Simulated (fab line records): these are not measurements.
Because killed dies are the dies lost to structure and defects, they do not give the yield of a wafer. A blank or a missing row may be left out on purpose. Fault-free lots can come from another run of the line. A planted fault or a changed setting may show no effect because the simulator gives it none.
fab line records	flow rit_cmos
record lots=7	wafers=21	last_day=7
route steps=202 shown ACTIVE@1 FOX1@20 FOX2@23 M1@202
lots with no fault: from the same line, run without faults
start_h: hours from the record's opening day to when the first of the lot's shown wafers began	wait_h: how many hours have passed since the lot's step before this one	" the same as in the row above	L1.1+2: a single row standing in for several wafers	- no value present, or no start provided	* or withheld: withheld	< > ~ a bound
route shown NAME@n: a module of which the file shows steps, and the number in the route of the first	usual: mean/standard deviation taken from wafers without a fault	same: alike in all rows	chamber/n: place in a boat	sites: the reading at each site	_std_site: how widely they spread, as a standard deviation	_edge_site: the outer-site mean with the inner-site mean subtracted	radius_mm: how far each site lies from the wafer's centre	mask NAME#n: copy n	behind: the last tool/chamber to shape the wafer	hold: the reason the lot was held/the length of the hold in hours/how it ended	device: the transistor (n, p or np) that didn't switch	end of line: the same wafers' tests at the end of the route	step lacking rows: just its recipe	killed: the dies lost at the first sort to structure and to defects; this is not the yield of the wafer	map: per-die view of a wafer (x killed, . not killed, _ where there is no die)
set.NAME: the setting the step ran with; set.NAME@STEP: the setting that earlier step ran with	model.NAME: the simulator's own value behind a step, which no gauge read
lots seen at some steps along the route; tables by step, rows by wafer
services: the hour from which a tool's chamber was out of use, counted from the record's first day as start_h (under 0 if before that day), plus the number of hours and why
## steps
# step RIT_ACTIVE_BOW_MEAS_00
# recipe mode=bow
# usual INCOMING_BOW=0/6.7
lot.wafer	tool	chamber	start_h	wait_h	INCOMING_BOW[um]
L145.1	film_metro-02	-	20.00	-	2
L145.3	"	-	"	"	2
L145.4	"	-	"	"	14
L152.2	film_metro-04	-	55.02	-	6
L152.3	"	-	"	"	6
L152.5	"	-	"	"	15
L154.1	film_metro-04	-	65.00	-	0
L154.2	"	-	"	"	-7
L154.6	"	-	"	"	-4
L157.4	film_metro-02	-	80.06	-	-4
L157.5	"	-	"	"	8
L157.6	"	-	"	"	6
L159.1	film_metro-02	-	90.00	-	0
L159.3	"	-	"	"	-2
L159.4	"	-	"	"	1
L164.1	film_metro-04	-	115.00	-	-5
L164.5	"	-	"	"	4
L164.6	"	-	"	"	1
L166.2	film_metro-04	-	125.02	-	3
L166.3	"	-	"	"	-8
L166.5	"	-	"	"	-5
# step RIT_ACTIVE_OXIDATION_01
# recipe temp_c=1000	ambient=O2	target_thk_a=468	ox_time_s=3360
# usual spike_tc_centre_C=1003.0/1.2	spike_tc_load_C=1024/3.7	spike_tc_source_C=1025/3.1	tube_center_temp_C=1000/0.097	tube_center_temp_C_max=1002.5/0.38	zone_power_source_pct=34.0/0.74
lot.wafer	tool	chamber	start_h	wait_h	spike_tc_centre_C	spike_tc_load_C	spike_tc_source_C	tube_center_temp_C	tube_center_temp_C_max	zone_power_source_pct	model.SiO2_of_ACTIVE_OXIDATION_01.thk_nm
L145.1	furnace-01	0	20.73	0.7	1003.2	1019	1028	1000	1002.7	34.5	45.85
L145.3	"	0	"	"	1000.4	1019	1028	999.95	1002.6	34.9	47.09
L145.4	"	0	"	"	1002.8	1020	1028	1000.1	1001.9	35.4	46.3
L152.2	furnace-01	0	56.01	1.0	989.3	1008	1015	988.2	990.8	34.0	41.53
L152.3	"	0	"	"	991.3	1007	1016	988.07	990.5	33.6	41.68
L152.5	"	0	"	"	988.9	1007	1017	988	990.6	34.0	40.92
L154.1	furnace-01	0	67.82	2.8	989.7	1008	1017	988.31	990.6	33.9	41.15
L154.2	"	0	"	"	988.8	1006	1018	987.99	990.5	34.4	40.67
L154.6	"	0	"	"	989.5	1007	1018	988.08	990.4	34.0	40.98
L157.4	furnace-01	0	81.13	1.0	991.8	1008	1016	987.96	990.4	33.8	41.78
L157.5	"	0	"	"	989.8	1008	1016	987.94	990.8	33.6	42.18
L157.6	"	0	"	"	989.9	1009	1016	988.18	990.2	33.6	42.39
L159.1	furnace-04	0	90.94	0.9	1003.7	1029	1024	999.88	1002.4	33.3	45.79
L159.3	"	0	"	"	1005.5	1027	1024	999.79	1002.7	33.1	46.68
L159.4	"	0	"	"	1005.0	1028	1022	999.91	1002.7	33.6	46.34
L164.1	furnace-03	0	115.71	0.7	1003.9	1027	1024	1000	1002.4	32.9	46.56
L164.5	"	0	"	"	1003.4	1027	1022	999.96	1002.4	33.9	46.75
L164.6	"	0	"	"	1002.9	1027	1022	1000.1	1002.7	33.1	46.91
L166.2	furnace-03	0	126.80	1.8	1001.2	1027	1022	1000.1	1002.8	33.0	45.69
L166.3	"	0	"	"	1001.9	1026	1022	999.8	1002.5	32.9	46.41
L166.5	"	0	"	"	1003.7	1027	1020	999.9	1002.4	33.4	46.82
# step RIT_ACTIVE_THK_MEAS_02
# recipe reads=SiO2_of_ACTIVE_OXIDATION_01
# usual ACTIVE_OXIDE_THK=46.6/0.8
lot.wafer	tool	chamber	start_h	wait_h	ACTIVE_OXIDE_THK[nm]
L145.1	film_metro-02	-	22.66	0.0	45.8
L145.3	"	-	"	"	47.0
L145.4	"	-	"	"	46.3
L152.2	film_metro-04	-	57.95	0.0	41.5
L152.3	"	-	"	"	41.6
L152.5	"	-	"	"	40.9
L154.1	film_metro-03	-	69.76	0.0	41.1
L154.2	"	-	"	"	40.7
L154.6	"	-	"	"	41.0
L157.4	film_metro-03	-	83.09	0.0	41.7
L157.5	"	-	"	"	42.2
L157.6	"	-	"	"	42.4
L159.1	film_metro-03	-	92.88	0.0	45.7
L159.3	"	-	"	"	46.6
L159.4	"	-	"	"	46.3
L164.1	film_metro-02	-	117.64	0.0	46.6
L164.5	"	-	"	"	46.7
L164.6	"	-	"	"	46.8
L166.2	film_metro-03	-	128.75	0.0	45.7
L166.3	"	-	"	"	46.4
L166.5	"	-	"	"	46.8
# step RIT_ACTIVE_CVD_03
# recipe material=Si3N4	target_thk_nm=150	temp_c=810	precursor=SiH2Cl2/NH3	time_s=1500	pressure_mtorr=300	sih2cl2_flow_sccm=60	nh3_flow_sccm=150
# step RIT_ACTIVE_THK_MEAS_04
# recipe reads=Si3N4_of_ACTIVE_CVD_03
# usual ACTIVE_NITRIDE_THK=150.0/1.3
lot.wafer	tool	chamber	start_h	wait_h	ACTIVE_NITRIDE_THK[nm]
L145.1	film_metro-03	-	24.14	0.0	148.1
L145.3	"	-	"	"	147.6
L145.4	"	-	"	"	149.0
L152.2	film_metro-04	-	59.43	0.0	150.9
L152.3	"	-	"	"	150.9
L152.5	"	-	"	"	152.1
L154.1	film_metro-03	-	71.95	0.0	151.2
L154.2	"	-	"	"	151.3
L154.6	"	-	"	"	150.5
L157.4	film_metro-02	-	84.57	0.0	147.9
L157.5	"	-	"	"	148.8
L157.6	"	-	"	"	148.3
L159.1	film_metro-02	-	94.35	0.0	147.0
L159.3	"	-	"	"	147.5
L159.4	"	-	"	"	148.3
L164.1	film_metro-03	-	119.12	0.0	149.3
L164.5	"	-	"	"	150.2
L164.6	"	-	"	"	150.5
L166.2	film_metro-04	-	130.22	0.0	151.3
L166.3	"	-	"	"	150.7
L166.5	"	-	"	"	150.3
# step RIT_ACTIVE_HMDS_05
# recipe prime_time_s=60	prime_temp_c=140
# step RIT_ACTIVE_COAT_06
# recipe resist=NOVOLAK	spin_rpm=3250	resist_thk_nm=1000
# step RIT_ACTIVE_SOFTBAKE_07
# recipe resist=NOVOLAK	temp_c=90	time_s=60
# step RIT_ACTIVE_EXPOSE_08
# recipe mask_id=M1	na=0.6	source_shape=conventional	sigma_outer=0.6	target_cd_nm=1400	dose_mj=229
# step RIT_ACTIVE_PEB_09
# recipe resist=NOVOLAK	temp_c=withheld	time_s=withheld
# step RIT_ACTIVE_DEVELOP_10
# recipe resist=NOVOLAK	develop_time_s=50	dev_temp_c=23
# step RIT_ACTIVE_CD_MEAS_11
# recipe target_cd_nm=1400
# usual cd_nm=1399.6/2.4
lot.wafer	tool	chamber	start_h	wait_h	cd_nm
L145.1	cd_sem-01	-	25.40	-	1394.7
L145.3	"	-	"	"	1394.9
L145.4	"	-	"	"	1396.8
L152.2	cd_sem-01	-	60.35	-	1401.8
L152.3	"	-	"	"	1402.6
L152.5	"	-	"	"	1401.7
L154.1	cd_sem-02	-	73.05	-	1399.0
L154.2	"	-	"	"	1398.0
L154.6	"	-	"	"	1400.6
L157.4	cd_sem-01	-	85.51	-	1397.3
L157.5	"	-	"	"	1401.9
L157.6	"	-	"	"	1397.7
L159.1	cd_sem-02	-	95.44	-	1401.5
L159.3	"	-	"	"	1402.3
L159.4	"	-	"	"	1401.9
L164.1	cd_sem-01	-	120.15	-	1401.0
L164.5	"	-	"	"	1402.1
L164.6	"	-	"	"	1400.9
L166.2	cd_sem-01	-	131.14	-	1401.7
L166.3	"	-	"	"	1402.3
L166.5	"	-	"	"	1401.5
# step RIT_ACTIVE_HARDBAKE_12
# recipe resist=NOVOLAK	temp_c=140	time_s=60
# step RIT_ACTIVE_ETCH_13
# recipe stop_on=SiO2	chemistry=SF6	target=Si3N4	time_s=210	over_etch_frac=0.4	SF6_flow_sccm=200	pressure_mtorr=260	rf_w=125	target_depth_a=2100
# usual SF6_flow_sccm=200.0/0.62	chamber_pressure_mTorr=260.02/0.22	drypump_motor_current_A=5.52/0.28	oes_product_au=0.819/0.013	throttle_valve_pct=7.50/0.12
lot.wafer	tool	chamber	start_h	wait_h	SF6_flow_sccm	chamber_pressure_mTorr	drypump_motor_current_A	oes_product_au	rf_hours_counter_h	throttle_valve_pct
L145.1	rie_diel-01	2	25.76	0.1	199.9	259.83	5.54	0.808	97	7.44
L145.3	"	3	"	"	200.4	260.05	5.29	0.829	170	7.64
L145.4	"	0	"	"	199.9	260.18	6.03	0.815	163	7.46
L152.2	rie_diel-04	2	60.60	0.1	201.8	260.42	5.62	0.816	150	7.54
L152.3	"	3	"	"	200.1	259.94	5.33	0.825	28	7.43
L152.5	"	1	"	"	200.1	260.09	5.72	0.826	-	7.65
L154.1	rie_diel-03	2	73.32	0.1	199.9	259.82	5.46	0.830	27	7.75
L154.2	"	3	"	"	199.7	260.07	4.96	0.848	114	7.49
L154.6	"	0	"	"	200.3	260.23	5.73	0.827	-	7.41
L157.4	rie_diel-01	3	85.78	0.1	199.5	260.18	5.28	0.816	-	7.65
L157.5	"	1	"	"	200.0	260.13	5.23	0.791	-	7.30
L157.6	"	2	"	"	200.1	260.15	5.51	0.810	-	7.45
L159.1	rie_diel-01	2	95.71	0.1	200.4	260.14	5.50	0.803	99	7.43
L159.3	"	3	"	"	199.6	259.85	5.28	0.806	1	7.66
L159.4	"	1	"	"	200.0	259.96	5.23	0.794	55	7.30
L164.1	rie_diel-01	1	120.43	0.1	200.6	259.89	5.25	0.798	55	7.32
L164.5	"	3	"	"	199.8	260.05	5.29	0.821	-	7.65
L164.6	"	2	"	"	200.7	260.16	5.53	0.815	-	7.44
L166.2	rie_diel-04	1	131.39	0.1	200.8	259.68	5.72	0.828	120	7.64
L166.3	"	0	"	"	200.4	260.24	5.70	0.828	9	7.45
L166.5	"	0	"	"	200.4	260.16	5.68	0.820	-	7.44
# step RIT_ACTIVE_STRIP_14
# recipe chemistry=O2	time_s=180	resist=NOVOLAK	platen_temp_c=withheld	power_w=500	pressure_mtorr=4000	o2_flow_sccm=4000
# usual chamber_pressure_mTorr=4000/4	drypump_motor_current_A=5.5/0.42	rf_refl_power_W=6.7/0.68
lot.wafer	tool	chamber	start_h	wait_h	chamber_pressure_mTorr	drypump_motor_current_A	rf_hours_counter_h	rf_refl_power_W
L145.1	plasma_asher-02	1	25.89	0.1	3999	6.1	36	7.3
L145.3	"	0	"	"	3996	5.3	-	7.0
L145.4	"	1	"	"	4001	6.2	-	7.1
L152.2	plasma_asher-03	1	60.73	0.1	4002	6.0	41	7.7
L152.3	"	0	"	"	4006	5.5	-	6.0
L152.5	"	0	"	"	4000	5.5	-	6.0
L154.1	plasma_asher-01	1	73.46	0.1	4000	5.4	43	6.2
L154.2	"	0	"	"	4003	4.9	43	5.8
L154.6	"	0	"	"	4006	4.9	-	6.1
L157.4	plasma_asher-03	1	85.91	0.1	4009	6.0	-	7.8
L157.5	"	1	"	"	4003	6.0	-	7.8
L157.6	"	0	"	"	4000	5.5	-	6.0
L159.1	plasma_asher-01	0	95.84	0.1	4000	4.9	45	6.2
L159.3	"	0	"	"	4000	4.9	-	6.1
L159.4	"	1	"	"	3999	5.4	-	6.5
L164.1	plasma_asher-02	0	120.57	0.1	4001	5.3	0	6.9
L164.5	"	0	"	"	3997	5.3	-	7.1
L164.6	"	1	"	"	3997	6.1	-	7.2
L166.2	plasma_asher-02	0	131.53	0.1	4000	5.3	2	6.6
L166.3	"	0	"	"	4003	5.3	-	7.1
L166.5	"	0	"	"	3998	5.3	-	6.6
# step RIT_ACTIVE_CD_MEAS_90
# recipe target_cd_nm=1400
# usual cd_nm=1399.7/2.5
lot.wafer	tool	chamber	start_h	wait_h	cd_nm
L145.1	cd_sem-02	-	26.06	0.1	1394.1
L145.3	"	-	"	"	1395.0
L145.4	"	-	"	"	1396.4
L152.2	cd_sem-02	-	60.92	0.1	1401.7
L152.3	"	-	"	"	1403.0
L152.5	"	-	"	"	1402.0
L154.1	cd_sem-02	-	73.63	0.1	1398.6
L154.2	"	-	"	"	1397.9
L154.6	"	-	"	"	1400.8
L157.4	cd_sem-02	-	86.09	0.1	1397.7
L157.5	"	-	"	"	1401.7
L157.6	"	-	"	"	1397.5
L159.1	cd_sem-01	-	96.02	0.1	1401.6
L159.3	"	-	"	"	1402.7
L159.4	"	-	"	"	1402.1
L164.1	cd_sem-02	-	120.74	0.1	1400.8
L164.5	"	-	"	"	1401.6
L164.6	"	-	"	"	1400.8
L166.2	cd_sem-01	-	131.72	0.1	1401.7
L166.3	"	-	"	"	1402.1
L166.5	"	-	"	"	1401.2
# step RIT_ACTIVE_CLEAN_15
# recipe chemistry=SC1	mix=3:3:50	time_s=600	temp_c=75
# step RIT_ACTIVE_CLEAN_16
# recipe chemistry=dHF	dilution=50:1	time_s=30
# step RIT_ACTIVE_CLEAN_17
# recipe chemistry=SC2	mix=3:3:50	time_s=600	temp_c=75	dry=n2_spin
# step RIT_FOX1_OXIDATION_00
# recipe temp_c=1100	ambient=H2O	target_thk_a=3507	p_h2o_torr=720	ox_time_s=1130
# step RIT_FOX1_THK_MEAS_01
# recipe reads=SiO2_of_FOX1_OXIDATION_00
# usual FOX1_OXIDE_THK=348/7.5
lot.wafer	tool	chamber	start_h	wait_h	FOX1_OXIDE_THK[nm]
L145.1	film_metro-01	-	28.69	0.0	345
L145.3	"	-	"	"	350
L145.4	"	-	"	"	348
L152.2	film_metro-01	-	63.82	0.0	345
L152.3	"	-	"	"	353
L152.5	"	-	"	"	357
L154.1	film_metro-01	-	75.71	0.0	347
L154.2	"	-	"	"	354
L154.6	"	-	"	"	353
L157.4	film_metro-04	-	88.40	0.0	339
L157.5	"	-	"	"	337
L157.6	"	-	"	"	339
L159.1	film_metro-01	-	100.66	0.0	340
L159.3	"	-	"	"	338
L159.4	"	-	"	"	341
L164.1	film_metro-01	-	122.54	0.0	356
L164.5	"	-	"	"	349
L164.6	"	-	"	"	355
L166.2	film_metro-03	-	133.51	0.0	346
L166.3	"	-	"	"	343
L166.5	"	-	"	"	343
# step RIT_FOX1_WET_ETCH_02
# recipe chemistry=BOE	target_depth_nm=350	time_s=390	temp_c=21.5	dry=n2_spin	dilution=10:1	target=SiO2
# step RIT_FOX2_OXIDATION_00
# recipe temp_c=1092	ambient=H2O	target_thk_a=3507	p_h2o_torr=720	ox_time_s=1130
# step RIT_FOX2_THK_MEAS_01
# recipe reads=SiO2_of_FOX2_OXIDATION_00
# usual FOX2_OXIDE_THK=336/6.7
lot.wafer	tool	chamber	start_h	wait_h	FOX2_OXIDE_THK[nm]
L145.1	film_metro-04	-	31.45	0.0	341
L145.3	"	-	"	"	336
L145.4	"	-	"	"	343
L152.2	film_metro-04	-	67.90	0.1	337
L152.3	"	-	"	"	343
L152.5	"	-	"	"	341
L154.1	film_metro-04	-	79.21	0.0	322
L154.2	"	-	"	"	310
L154.6	"	-	"	"	324
L157.4	film_metro-04	-	90.30	0.0	326
L157.5	"	-	"	"	338
L157.6	"	-	"	"	333
L159.1	film_metro-02	-	102.16	0.0	335
L159.3	"	-	"	"	338
L159.4	"	-	"	"	336
L164.1	film_metro-04	-	124.04	0.0	338
L164.5	"	-	"	"	338
L164.6	"	-	"	"	341
L166.2	film_metro-04	-	135.39	0.0	337
L166.3	"	-	"	"	332
L166.5	"	-	"	"	337
# step RIT_FOX2_CLEAN_02
# recipe chemistry=dHF	dilution=50:1	time_s=180
# step RIT_FOX2_WET_ETCH_03
# recipe chemistry=H3PO4	target=Si3N4	target_depth_nm=195	temp_c=165	time_s=2700
lot.wafer	tool	chamber	start_h	wait_h	model.SiO2_of_ACTIVE_OXIDATION_01.thk_nm
L145.1	wet_bench-02	0	31.57	0.0	40.35
L145.3	"	0	"	"	41.58
L145.4	"	0	"	"	41.24
L152.2	wet_bench-02	2	68.01	0.0	36.67
L152.3	"	2	"	"	36.81
L152.5	"	2	"	"	36.13
L154.1	wet_bench-04	0	79.33	0.0	36.52
L154.2	"	0	"	"	35.93
L154.6	"	0	"	"	36.36
L157.4	wet_bench-04	2	90.39	0.0	36.57
L157.5	"	2	"	"	36.17
L157.6	"	2	"	"	37.01
L159.1	wet_bench-03	0	102.27	0.0	40.39
L159.3	"	0	"	"	41.28
L159.4	"	0	"	"	40.23
L164.1	wet_bench-02	3	124.16	0.0	40.23
L164.5	"	3	"	"	41.14
L164.6	"	3	"	"	41.16
L166.2	wet_bench-03	3	135.50	0.0	40.57
L166.3	"	3	"	"	40.38
L166.5	"	3	"	"	40.77
# step RIT_FOX2_THK_MEAS_90
# recipe reads=SiO2_of_FOX2_OXIDATION_00
# usual FIELD_OXIDE_LEFT_1_THK=308/6.8
lot.wafer	tool	chamber	start_h	wait_h	FIELD_OXIDE_LEFT_1_THK[nm]
L145.1	film_metro-02	-	32.39	0.0	314
L145.3	"	-	"	"	309
L145.4	"	-	"	"	316
L152.2	film_metro-02	-	68.78	0.0	310
L152.3	"	-	"	"	315
L152.5	"	-	"	"	314
L154.1	film_metro-01	-	80.16	0.0	295
L154.2	"	-	"	"	283
L154.6	"	-	"	"	296
L157.4	film_metro-01	-	91.18	0.0	298
L157.5	"	-	"	"	310
L157.6	"	-	"	"	305
L159.1	film_metro-04	-	103.03	0.0	308
L159.3	"	-	"	"	311
L159.4	"	-	"	"	309
L164.1	film_metro-01	-	124.99	0.0	311
L164.5	"	-	"	"	310
L164.6	"	-	"	"	313
L166.2	film_metro-01	-	136.27	0.0	310
L166.3	"	-	"	"	305
L166.5	"	-	"	"	310
# step RIT_M1_PROBE_99
# usual killed_at_contacts=0.1/0.27	killed_at_front_end=7/3.3	killed_dies=7/3.3	killed_open=3.5/2	killed_short=3.8/2.2
# same gross_dies=264	killed_at_M0_to_M3=0	killed_at_M4_up=0	killed_at_back_side=0	killed_at_other=0
lot.wafer	tool	chamber	start_h	wait_h	killed_at_contacts	killed_at_front_end	killed_dies	killed_open	killed_short	model.etest.nldd.width_nm	model.etest.pldd.width_nm	model.etest.nplus_sal.width_nm	model.etest.pplus_sal.width_nm	model.etest.nmos_narrow.drive_ua_um
L145.1	prober-02	-	75.54	0.1	0	5	5	3	2	3195	3211	3475	3458	230.1
L145.3	prober-02	-	75.64	0.2	0	8	8	3	5	3177	3204	3445	3453	231.1
L145.4	prober-02	-	75.69	0.2	0	5	5	1	4	3207	3193	3475	3463	230.4
L152.2	prober-01	-	107.63	0.1	0	6	6	3	3	3243	3255	3488	3489	251.9
L152.3	prober-01	-	107.68	0.2	0	4	4	1	3	3215	3242	3482	3472	251.1
L152.5	prober-01	-	107.78	0.2	1	8	9	5	4	3233	3241	3481	3485	250.1
L154.1	prober-01	-	123.00	0.1	0	9	9	4	5	3257	3258	3499	3510	262.7
L154.2	prober-01	-	123.05	0.1	1	5	6	3	3	3265	3264	3494	3504	271.1
L154.6	prober-01	-	123.25	0.2	0	7	7	2	5	3268	3256	3497	3494	261.6
L157.4	prober-02	-	132.44	0.2	0	10	10	4	6	3261	3260	3512	3490	254.8
L157.5	prober-02	-	132.49	0.2	0	6	6	3	3	3243	3234	3501	3508	255.5
L157.6	prober-02	-	132.54	0.2	0	7	7	4	3	3247	3230	3480	3501	246.9
L159.1	prober-02	-	143.54	0.1	0	7	7	3	4	3194	3215	3471	3478	235.1
L159.3	prober-02	-	143.64	0.2	0	13	13	3	10	3217	3196	3463	3484	234.7
L159.4	prober-02	-	143.69	0.2	0	7	7	2	5	3202	3202	3459	3471	233.3
L164.1	prober-01	-	164.17	0.1	0	7	7	2	5	3202	3184	3457	3463	233.2
L164.5	prober-01	-	164.37	0.2	0	10	10	4	6	3199	3208	3470	3470	234.8
L164.6	prober-01	-	164.42	0.2	0	9	9	4	5	3171	3186	3437	3453	229.2
L166.2	prober-01	-	178.77	0.1	0	6	6	4	2	3204	3215	3447	3442	236.9
L166.3	prober-01	-	178.82	0.2	0	4	4	2	2	3228	3208	3479	3466	228.3
L166.5	prober-01	-	178.92	0.2	0	8	8	3	5	3232	3188	3453	3452	228.2
# killed by level:class
L145.1 GATE:geometric_particle:short=2 GATE:geometric_particle:open=1 REOX:geometric_particle:open=1 SPACER:geometric_particle:open=1
L145.3 GATE:geometric_particle:short=3 GATE:geometric_particle:open=1 REOX:geometric_particle:open=1 REOX:geometric_particle:short=1 SILICIDE:geometric_particle:open=1 SILICIDE:geometric_particle:short=1
L145.4 FOX1:geometric_particle:short=2 GATE:geometric_particle:short=1 REOX:geometric_particle:open=1 SPACER:geometric_particle:short=1
L152.2 FOX1:geometric_particle:short=1 FOX1:geometric_particle:open=1 FOX2:geometric_particle:open=1 GATE:geometric_particle:short=1 SPACER:geometric_particle:open=1 SILICIDE:geometric_particle:short=1
L152.3 FOX2:geometric_particle:short=2 SPACER:geometric_particle:short=1 SILICIDE:geometric_particle:open=1
L152.5 FOX1:geometric_particle:open=2 FOX1:geometric_particle:short=1 GATE:geometric_particle:open=1 GATE:geometric_particle:short=1 REOX:geometric_particle:short=1 REOX:geometric_particle:open=1 SPACER:geometric_particle:open=1 CONTACT:geometric_particle:short=1
L154.1 SILICIDE:geometric_particle:short=4 FOX1:geometric_particle:open=2 GATE:geometric_particle:open=1 SPACER:geometric_particle:short=1 SILICIDE:geometric_particle:open=1
L154.2 GATE:geometric_particle:short=2 FOX1:geometric_particle:open=1 SPACER:geometric_particle:open=1 SILICIDE:geometric_particle:short=1 CONTACT:geometric_particle:open=1
L154.6 FOX1:geometric_particle:short=2 FOX1:geometric_particle:open=1 FOX2:geometric_particle:short=1 REOX:geometric_particle:short=1 SILICIDE:geometric_particle:open=1 SILICIDE:geometric_particle:short=1
L157.4 FOX2:geometric_particle:short=3 FOX1:geometric_particle:open=2 FOX1:geometric_particle:short=1 FOX2:geometric_particle:open=1 GATE:geometric_particle:short=1 SPACER:geometric_particle:short=1 SILICIDE:geometric_particle:open=1
L157.5 FOX1:geometric_particle:short=3 REOX:geometric_particle:open=2 SILICIDE:geometric_particle:open=1
L157.6 SILICIDE:geometric_particle:open=2 FOX2:geometric_particle:short=1 FOX2:geometric_particle:open=1 GATE:geometric_particle:short=1 REOX:geometric_particle:short=1 SPACER:geometric_particle:open=1
L159.1 GATE:geometric_particle:short=3 FOX1:geometric_particle:open=1 FOX2:geometric_particle:open=1 SPACER:geometric_particle:short=1 SPACER:geometric_particle:open=1
L159.3 GATE:geometric_particle:short=4 SILICIDE:geometric_particle:short=2 FOX1:geometric_particle:short=1 FOX2:geometric_particle:open=1 FOX2:geometric_particle:short=1 REOX:geometric_particle:short=1 REOX:geometric_particle:open=1 SPACER:geometric_particle:short=1
L159.4 GATE:geometric_particle:short=4 GATE:geometric_particle:open=2 REOX:geometric_particle:short=1
L164.1 GATE:geometric_particle:short=3 GATE:geometric_particle:open=2 ACTIVE:geometric_particle:short=1 FOX1:geometric_particle:short=1
L164.5 REOX:geometric_particle:short=3 ACTIVE:geometric_particle:open=1 FOX1:geometric_particle:short=1 GATE:geometric_particle:short=1 REOX:geometric_particle:open=1 SPACER:geometric_particle:open=1 SILICIDE:geometric_particle:open=1 SILICIDE:geometric_particle:short=1
L164.6 GATE:geometric_particle:open=2 SPACER:geometric_particle:short=2 SPACER:geometric_particle:open=2 FOX1:geometric_particle:short=1 GATE:geometric_particle:short=1 REOX:geometric_particle:short=1
L166.2 FOX1:geometric_particle:short=1 FOX1:geometric_particle:open=1 FOX2:geometric_particle:open=1 GATE:geometric_particle:short=1 GATE:geometric_particle:open=1 REOX:geometric_particle:open=1
L166.3 GATE:geometric_particle:open=2 GATE:geometric_particle:short=1 SPACER:geometric_particle:short=1
L166.5 GATE:geometric_particle:short=4 FOX1:geometric_particle:short=1 FOX1:geometric_particle:open=1 GATE:geometric_particle:open=1 SPACER:geometric_particle:open=1
## services
tool	chamber	start_h	hours	kind
plasma_asher-02	-	1.83	6.4	repair
furnace-04	-	4.27	21.9	pm
rie_diel-03	2	10.13	13.3	repair
furnace-03	-	14.40	2.9	pm
rie_diel-03	-	24.26	0.6	repair
furnace-04	-	26.12	3.6	pm
rie_diel-01	3	42.68	-	clean
rie_diel-01	3	42.68	13.3	scheduled_down
rie_diel-01	3	42.68	13.3	vent_cycle
plasma_asher-03	-	45.49	2.8	repair
furnace-03	-	50.70	3.2	pm
rie_diel-03	1	59.21	9.7	repair
rie_diel-01	0	73.65	-	clean
rie_diel-01	0	73.65	18.6	scheduled_down
rie_diel-01	0	73.65	18.6	vent_cycle
plasma_asher-03	-	78.11	4.9	repair
rie_diel-01	2	79.10	2.7	repair
rie_diel-04	2	96.80	4.1	repair
plasma_asher-02	-	108.75	9.0	pm
plasma_asher-02	0	108.75	9.0	vent_cycle
plasma_asher-02	1	108.75	9.0	vent_cycle
rie_diel-03	0	108.92	5.8	repair
plasma_asher-02	0	117.75	-	clean
rie_diel-04	3	126.70	1.5	repair
## key
first_sign step=RIT_ACTIVE_OXIDATION_01	reading=tube_center_temp_C	direction=down	sigmas=99+	usual=*	struck=*
effect step=RIT_ACTIVE_OXIDATION_01	reading=tube_center_temp_C_max	direction=down	sigmas=32	usual=*	struck=*
effect step=RIT_ACTIVE_THK_MEAS_02	reading=ACTIVE_OXIDE_THK	direction=down	sigmas=6.4	usual=46.6	struck=41.5
model_effect step=RIT_ACTIVE_OXIDATION_01	value=SiO2_of_ACTIVE_OXIDATION_01.thk_nm	without=46.79	struck=41.48
model_effect step=RIT_FOX2_WET_ETCH_03	value=SiO2_of_ACTIVE_OXIDATION_01.thk_nm	without=41.17	struck=36.46
model_effect step=RIT_M1_PROBE_99	value=etest.nldd.width_nm	without=3202	struck=3248
met_at RIT_ACTIVE_OXIDATION_01
struck_wafers L152.2,L152.3,L152.5,L154.1,L154.2,L154.6,L157.4,L157.5,L157.6
tester_left_out L152,L154,L157
onset_between 20.73 56.01
fault kind=process_parameter_drift	tool=furnace-01	chamber=-	onset_h=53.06	steps=RIT_ACTIVE_OXIDATION_01	channel=temp_c	offset=*	shape=step	end_h=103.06	acts_in=*	stated=*
# tester_left_out: of these lots the tester's yield and bins aren't shown, on N5 and GAA mostly nor the transistor test; their killed dies are dies lost to structure and defects alone, not to doping, threshold or leakage, so they don't give the yield
